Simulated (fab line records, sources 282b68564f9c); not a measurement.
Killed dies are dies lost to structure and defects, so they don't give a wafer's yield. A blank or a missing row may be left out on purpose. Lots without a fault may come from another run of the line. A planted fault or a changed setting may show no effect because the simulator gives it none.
Which tool did it? | flow rit_cmos | 13 lots, 39 wafers sampled, at 4 steps of a route of 202

WHAT THE GAUGES READ, wafer by wafer
RIT_FOX2_THK_MEAS_91.
lot  | measured    | on            | FIELD_OXIDE_LEFT_2_THK (nm)
L265 | day 2 11:19 | film_metro-04 | 255 256 259
L267 | day 2 19:34 | film_metro-01 | 275 267 275
L269 | day 3 05:32 | film_metro-03 | 244 246 247
L271 | day 3 14:05 | film_metro-03 | 255 260 258
L272 | day 3 22:55 | film_metro-03 | 249 249 249
L274 | day 4 09:04 | film_metro-03 | 245 249 248
L275 | day 4 11:46 | film_metro-04 | 244 246 240
L277 | day 4 23:06 | film_metro-04 | 273 272 276
L282 | day 6 02:59 | film_metro-04 | 249 245 249
L284 | day 6 10:38 | film_metro-03 | 254 254 246
L286 | day 6 20:39 | film_metro-03 | 268 269 267
L287 | day 7 00:31 | film_metro-03 | 235 239 238
L288 | day 7 05:43 | film_metro-01 | 249 250 246

RIT_NLDD_TW_MEAS_10.
lot  | measured    | on            | NLDD_TW
L265 | day 2 22:19 | film_metro-01 | 2488 2501 2490
L267 | day 3 05:28 | film_metro-01 | 2479 2485 2485
L269 | day 3 17:10 | film_metro-01 | 2482 2478 2485
L271 | day 4 03:55 | film_metro-01 | 2497 2507 2482
L272 | day 4 11:47 | film_metro-02 | 2501 2511 2500
L274 | day 4 20:11 | film_metro-01 | 2493 2489 2487
L275 | day 5 02:23 | film_metro-02 | 2493 2506 2492
L277 | day 5 09:52 | film_metro-02 | 2502 2495 2490
L282 | day 6 15:53 | film_metro-03 | 2488 2506 2500
L284 | day 6 22:04 | film_metro-03 | 2504 2509 2494
L286 | day 7 07:26 | film_metro-01 | 2471 2479 2477
L287 | day 7 10:31 | film_metro-01 | 2467 2473 2499
L288 | day 7 18:29 | film_metro-03 | 2484 2489 2502

RIT_M1_CD_MEAS_90: target cd 2600 nm.
lot  | measured    | on        | cd_nm (nm)
L265 | day 3 11:32 | cd_sem-02 | 2597 2596 2595
L267 | day 3 19:43 | cd_sem-02 | 2594 2596 2593
L269 | day 4 06:46 | cd_sem-01 | 2598 2595 2597
L271 | day 4 18:03 | cd_sem-01 | 2594 2592 2594
L272 | day 5 01:35 | cd_sem-02 | 2602 2604 2605
L274 | day 5 09:20 | cd_sem-02 | 2600 2600 2600
L275 | day 5 16:00 | cd_sem-02 | 2602 2603 2603
L277 | day 5 23:19 | cd_sem-02 | 2602 2604 2604
L282 | day 7 05:32 | cd_sem-02 | 2594 2596 2598
L284 | day 7 11:43 | cd_sem-02 | 2601 2596 2601
L286 | day 7 20:47 | cd_sem-02 | 2601 2602 2602
L287 | day 8 00:15 | cd_sem-02 | 2594 2598 2595
L288 | day 8 08:01 | cd_sem-01 | 2597 2599 2600

WHICH TOOL RAN EACH LOT (tool, then ch and the chambers of the sampled wafers, then the start)
lot  | RIT_CONTACT_CLEAN_13
L265 | wet_bench-03 ch 1, day 3 08:43
L267 | wet_bench-01 ch 1, day 3 16:55
L269 | wet_bench-01 ch 0, day 4 03:58
L271 | wet_bench-03 ch 1, day 4 14:24
L272 | wet_bench-04 ch 1, day 4 22:49
L274 | wet_bench-04 ch 0, day 5 06:35
L275 | wet_bench-03 ch 3, day 5 12:59
L277 | wet_bench-03 ch 0, day 5 20:38
L282 | wet_bench-03 ch 2, day 7 02:35
L284 | wet_bench-01 ch 1, day 7 09:05
L286 | wet_bench-04 ch 1, day 7 18:02
L287 | wet_bench-03 ch 1, day 7 21:19
L288 | wet_bench-01 ch 2, day 8 05:04
- RIT_CONTACT_CLEAN_13: cleans in SC1, time 571.1 s.

WHAT THE TOOLS THEMSELVES READ (means of the sampled wafers that have a number; where no wafer has one, the mark that the record gives instead)
RIT_CONTACT_CLEAN_13.
lot  | tool         | bath_guard_temp_C (C) | temp_c (C)
L265 | wet_bench-03 | 76.2                  | 74.96
L267 | wet_bench-01 | 74.9                  | 75.19
L269 | wet_bench-01 | 75.7                  | 75.00
L271 | wet_bench-03 | 75.7                  | 75.10
L272 | wet_bench-04 | 74.9                  | 75.00
L274 | wet_bench-04 | 76.3                  | 75.00
L275 | wet_bench-03 | 74.3                  | 74.88
L277 | wet_bench-03 | 75.7                  | 74.99
L282 | wet_bench-03 | 69.0                  | 69.63
L284 | wet_bench-01 | 74.8                  | 74.95
L286 | wet_bench-04 | 74.9                  | 74.99
L287 | wet_bench-03 | 76.3                  | 74.83
L288 | wet_bench-01 | 74.6                  | 74.93

THE ANSWER, worked out from the rows above alone
Rule: what is usual is taken from the lots themselves. Put in order of their means at a reading, lots are off if they are a third of the lots or fewer, leave a main group of 4 or more, and stand apart from it by a gap of 3 or more times the standard deviation of the main group's means; of several such gaps the widest counts. A main group whose means are all the same, to the digits that the tables above print for the reading, isn't used. A lot without any number at a reading at which 4 lots or more have one is off too. The other lots that the step has rows for count as sound. The gauges are gone through in route order, then the tools' own readings, and for those a lot's mean is taken as printed above. The first step at which some lot is off is used, and at that step the reading that is off furthest; a lot without a number counts as furthest.
Off: L282, at RIT_CONTACT_CLEAN_13 (temp_c). The main group: mean 74.98 C, standard deviation 0.089.
A tool fits if, at that step or a process step before it, it ran every lot that is off, and no sound lot after the first of them. None of those tried fits.

WHAT THE SIMULATOR HAD PUT IN
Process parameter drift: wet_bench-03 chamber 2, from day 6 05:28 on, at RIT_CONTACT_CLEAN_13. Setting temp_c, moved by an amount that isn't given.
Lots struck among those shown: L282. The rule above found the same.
